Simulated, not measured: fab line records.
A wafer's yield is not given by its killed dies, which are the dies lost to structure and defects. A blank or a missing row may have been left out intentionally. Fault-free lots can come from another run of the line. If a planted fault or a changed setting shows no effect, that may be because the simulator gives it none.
Split-lot trial -- flow ritCmos -- 23 wafers read from 5 lots, route of 202 steps

## SPLIT DETAILS
At RIT_NLDD_IMPLANT_08, the setting energyKev was moved away from the recipe's 20 on 6 of the 23 wafers read, by -3.6% to +2.0%. All remaining wafers had this setting at the recipe value.

The reading comes from the split's own step.

## THE READING
The simulator's own value implant.drpNm, read by no gauge, in nm at RIT_NLDD_IMPLANT_08. The file gives no usual value for it.

wafer,"tool, chamber at the split",energyKev as run,against the recipe,"implant.drpNm, nm",against lot-mates on the recipe
L075.1,"implanter-04, 0",19.28,-3.6%,12.68,-0.29
L075.4,"implanter-04, 0",19.28,-3.6%,12.68,-0.29
L075.6,"implanter-04, 0",19.28,-3.6%,12.68,-0.29
L075.2,"implanter-04, 0",20,recipe,12.97,-
L075.5,"implanter-04, 0",20,recipe,12.97,-
L076.1,"implanter-03, 0",20,recipe,12.97,-
L076.2,"implanter-03, 0",20,recipe,12.97,-
L076.3,"implanter-03, 0",20,recipe,12.97,-
L076.4,"implanter-03, 0",20,recipe,12.97,-
L076.6,"implanter-03, 0",20,recipe,12.97,-
L078.1,"implanter-01, 0",20,recipe,12.97,-
L078.2,"implanter-01, 0",20,recipe,12.97,-
L078.3,"implanter-01, 0",20.4,+2.0%,13.12,+0.15
L078.4,"implanter-01, 0",20.4,+2.0%,13.12,+0.15
L078.5,"implanter-01, 0",20.4,+2.0%,13.12,+0.15
L081.1,"implanter-04, 0",20,recipe,12.97,-
L081.2,"implanter-04, 0",20,recipe,12.97,-
L081.3,"implanter-04, 0",20,recipe,12.97,-
L081.4,"implanter-04, 0",20,recipe,12.97,-
L081.5,"implanter-04, 0",20,recipe,12.97,-
L085.1,"implanter-01, 0",20,recipe,12.97,-
L085.4,"implanter-01, 0",20,recipe,12.97,-
L085.6,"implanter-01, 0",20,recipe,12.97,-

THE FIT
A straight line over all 23 wafers: implant.drpNm changes by +0.0791 nm for each +1% of energyKev; r = +1.00; the points scatter about the line by 0.0032 nm.
The same after taking each lot's own level away (the mean of its wafers on the recipe; 23 wafers): +0.0791 nm for each +1%; r = +1.00; scatter 0.0032 nm.
The reading moves by 0.28 nm for the largest change in energyKev, on that fit.
The lots' own levels span 12.970 to 12.970 nm.
The two slopes agree, so the slope changes little with the lot-to-lot level.
Check: with one of the wafers moved furthest among these (-3.6%) left out of the fit, the line predicts -0.285 nm for it against its lot-mates. It came out at -0.29 nm against them.

## THE OTHER SPLITS THESE WAFERS WENT THROUGH
Before the reading, these wafers also passed through other splits. Each is held against what the fit with the lots' levels taken away leaves over:
other split on the same wafers,wafers away from the commonest value,r with implant.drpNm (lot level and that fit taken away)
RIT_GATE_DEVELOP_15 developTimeS,7,-0.26
RIT_GATE_ETCH_19 timeS,11,+0.49
RIT_REOX_OXIDATION_03 tempC,18,+0.40

## FILE'S OWN FIT
implant.drpNm changes by +0.0786 nm for each +1% of energyKev, r = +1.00.
